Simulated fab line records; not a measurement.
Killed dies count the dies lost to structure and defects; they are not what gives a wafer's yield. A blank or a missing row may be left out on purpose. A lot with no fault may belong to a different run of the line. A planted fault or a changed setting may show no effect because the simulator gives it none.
Chamber matching    flow berkeley_cmos170    4 sister chambers for UCB170_ACTIVE_ETCH_15 on rie_diel-01
The step etches Si3N4 in CH3F/Ar/O2, stops on SiO2, target depth 242 nm, time 151 s. 4 wafers are shown with their chamber, then 7 later ones without.

## WAFERS WITH THEIR CHAMBER
wafer   chamber  drypump_motor_current_A (A)
L325.2  1        5.4
L325.6  2        6.5
L328.1  0        5.2
L328.5  3        6.0

## WAFERS WITHOUT THEIR CHAMBER
wafer   drypump_motor_current_A (A)
L328.6  5.2
L332.4  6.0
L332.5  6.1
L332.6  5.2
L335.2  5.4
L335.5  6.5
L335.6  6.0

## CHAMBER TAKEN BY EACH
wafer   from the rows above  in truth
L328.6  0                    0
L332.4  3                    3
L332.5  3                    3
L332.6  0                    0
L335.2  1                    1
L335.5  2                    2
L335.6  3                    3
Placed correctly: 7 of 7. Number that these rows cannot place: 0. 0 placed wrongly.
How it was worked out, from the rows above alone: a wafer's distance from a chamber is the root of the sum, over the readings, of the square of ((its reading less the chamber's mean) divided by the reading's scatter). The wafer belongs to the nearest chamber; if the next one is less than 2 further off, it can't be placed. The mean given for a chamber averages the wafers shown for that chamber. The scatter (one wafer shown for each chamber): square how far every hidden wafer sits from the nearest shown wafer, average those squares and take the square root.
